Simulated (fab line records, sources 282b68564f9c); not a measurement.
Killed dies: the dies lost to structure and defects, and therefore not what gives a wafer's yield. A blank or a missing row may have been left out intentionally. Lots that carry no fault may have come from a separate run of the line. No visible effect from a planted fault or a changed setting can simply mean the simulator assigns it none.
Which tool is to blame? -- flow rit-cmos -- Sampling: 14 lots, 42 wafers, 4 of 202 route steps

## WHAT THE GAUGES SHOWED, per wafer
RIT_WELLDRIVE_RS_MEAS_01: measurement is done with a four-point probe. Usual: NWELL_RS gives 276.0 ohm/sq (standard deviation 0.76).
lot,measured,on,NWELL_RS (ohm/sq),flag
L930,day 2 09:41,film-metro-01,275.8 275.6 275.6,
L932,day 2 21:21,film-metro-02,276.1 276.1 276.3,
L935,day 3 17:56,film-metro-04,275.8 275.7 275.6,
L936,day 3 19:16,film-metro-04,275.8 276.4 276.2,
L937,day 3 23:35,film-metro-01,276.4 277.3 276.0,
L938,day 4 02:53,film-metro-04,274.7 274.8 274.4,
L939,day 4 06:11,film-metro-02,276.1 276.2 276.6,
L940,day 4 13:19,film-metro-02,277.1 276.1 276.7,
L943,day 5 02:58,film-metro-01,275.2 274.7 274.6,
L944,day 5 06:50,film-metro-04,274.6 276.3 275.8,
L946,day 5 17:47,film-metro-04,275.2 275.5 276.2,
L950,day 6 13:25,film-metro-02,277.0 277.2 277.0,
L951,day 6 19:46,film-metro-04,275.7 276.9 276.7,
L952,day 6 23:47,film-metro-04,275.1 275.4 275.7,

RIT_M1_CD_MEAS_90 targets a cd of 2600 nm. Usual: 2599.9 nm for cd-nm, sd 2.9.
lot,measured,on,cd-nm (nm),flag
L930,day 3 18:28,cd-sem-01,2600.7 2599.9 2595.3,
L932,day 4 03:38,cd-sem-02,2599.8 2595.8 2598.4,
L935,day 4 21:50,cd-sem-02,2601.9 2600.9 2599.5,
L936,day 5 01:20,cd-sem-01,2602.3 2603.7 2598.9,
L937,day 5 03:19,cd-sem-01,2602.0 2602.2 2600.6,
L938,day 5 09:14,cd-sem-02,2597.2 2598.6 2601.0,
L939,day 5 11:04,cd-sem-01,2599.3 2602.8 2600.1,
L940,day 5 18:23,cd-sem-02,2598.4 2597.9 2599.5,
L943,day 6 05:46,cd-sem-01,2598.4 2595.9 2597.5,
L944,day 6 10:37,cd-sem-01,2601.1 2600.5 2604.1,
L946,day 6 23:29,cd-sem-01,2594.1 2593.6 2596.0,
L950,day 7 17:09,cd-sem-02,2599.9 2599.4 2605.4,
L951,day 7 22:36,cd-sem-02,2599.1 2599.0 2599.4,
L952,day 8 02:24,cd-sem-02,2600.0 2600.4 2600.1,

## TOOL THAT RAN EACH LOT (tool first, then ch and the chambers of the sampled wafers, then the start)
lot,RIT_NLDD_PEB_04,RIT_SDANNEAL_RTA_03
L930,"litho-track-01 ch 0, day 3 03:32","rtp-anneal-01 ch 0, day 3 12:49"
L932,"litho-track-04 ch 0, day 3 12:28","rtp-anneal-02 ch 0, day 3 21:41"
L935,"litho-track-04 ch 0, day 4 07:50","rtp-anneal-02 ch 0, day 4 15:55"
L936,"litho-track-01 ch 0, day 4 09:49","rtp-anneal-02 ch 0, day 4 19:36"
L937,"litho-track-04 ch 0, day 4 13:28","rtp-anneal-02 ch 0, day 4 21:38"
L938,"litho-track-03 ch 0, day 4 19:30","rtp-anneal-02 ch 0, day 5 03:29"
L939,"litho-track-01 ch 0, day 4 20:47","rtp-anneal-02 ch 0, day 5 05:26"
L940,"litho-track-03 ch 0, day 5 04:07","rtp-anneal-02 ch 0, day 5 12:26"
L943,"litho-track-03 ch 0, day 5 15:46","rtp-anneal-02 ch 0, day 5 23:59"
L944,"litho-track-03 ch 0, day 5 19:22","rtp-anneal-02 ch 0, day 6 04:44"
L946,"litho-track-03 ch 0, day 6 08:23","rtp-anneal-01 ch 0, day 6 17:25"
L950,"litho-track-04, day 7 03:26","rtp-anneal-01 ch 0, day 7 11:22"
L951,"litho-track-01, day 7 08:23","rtp-anneal-01 ch 0, day 7 16:48"
L952,"litho-track-03 ch 0, day 7 12:20","rtp-anneal-01 ch 0, day 7 20:30"
- RIT_NLDD_PEB_04
- RIT_SDANNEAL_RTA_03: time 5 s.

## AS READ BY THE TOOLS THEMSELVES (means over the sampled wafers that have a number; for cases with no such wafer, the mark the record gives instead)
RIT_NLDD_PEB_04. Usual: 45.2 Pa for exhaust-pa, sd 0.84.
lot,tool,exhaust-pa (Pa),flag
L930,litho-track-01,45.2,
L932,litho-track-04,45.7,
L935,litho-track-04,45.4,
L936,litho-track-01,45.0,
L937,litho-track-04,44.8,
L938,litho-track-03,45.9,
L939,litho-track-01,45.5,
L940,litho-track-03,45.3,
L943,litho-track-03,45.5,
L944,litho-track-03,45.2,
L946,litho-track-03,44.6,
L950,litho-track-04,-,OFF
L951,litho-track-01,-,OFF
L952,litho-track-03,44.4,

RIT_SDANNEAL_RTA_03. Usual: 1053.5 for wafer_temp_C_max, sd 1.2.
lot,tool,wafer_temp_C_max,flag
L930,rtp-anneal-01,1054.3,
L932,rtp-anneal-02,1053.1,
L935,rtp-anneal-02,1054.9,
L936,rtp-anneal-02,1052.6,
L937,rtp-anneal-02,1053.8,
L938,rtp-anneal-02,1054.1,
L939,rtp-anneal-02,1053.6,
L940,rtp-anneal-02,1054.4,
L943,rtp-anneal-02,1054.1,
L944,rtp-anneal-02,1053.5,
L946,rtp-anneal-01,1054.2,
L950,rtp-anneal-01,1052.7,
L951,rtp-anneal-01,1054.1,
L952,rtp-anneal-01,1054.3,

## THE ANSWER, worked out from the rows above alone
Rule: lot off if the mean of its wafers having a number is beyond 3 standard deviations from the usual mean. Also off: a lot with no number at a reading for which 4 or more lots have one. All remaining lots with rows at the step are treated as sound. First the gauges in route order, then the tools' own readings, where a lot's mean is used as printed above. At the first step where some lot is off, the reading lying furthest off is the one used; lots without a number count as furthest.
Off at RIT_NLDD_PEB_04 (exhaust-pa): L950, L951. Without a number there: L950, L951.
A tool fits if, at that step or a process step before it, it ran every lot that is off, and no sound lot after the first of them. Of those tried, none fits.

## WHAT THE SIMULATOR HAD PUT IN
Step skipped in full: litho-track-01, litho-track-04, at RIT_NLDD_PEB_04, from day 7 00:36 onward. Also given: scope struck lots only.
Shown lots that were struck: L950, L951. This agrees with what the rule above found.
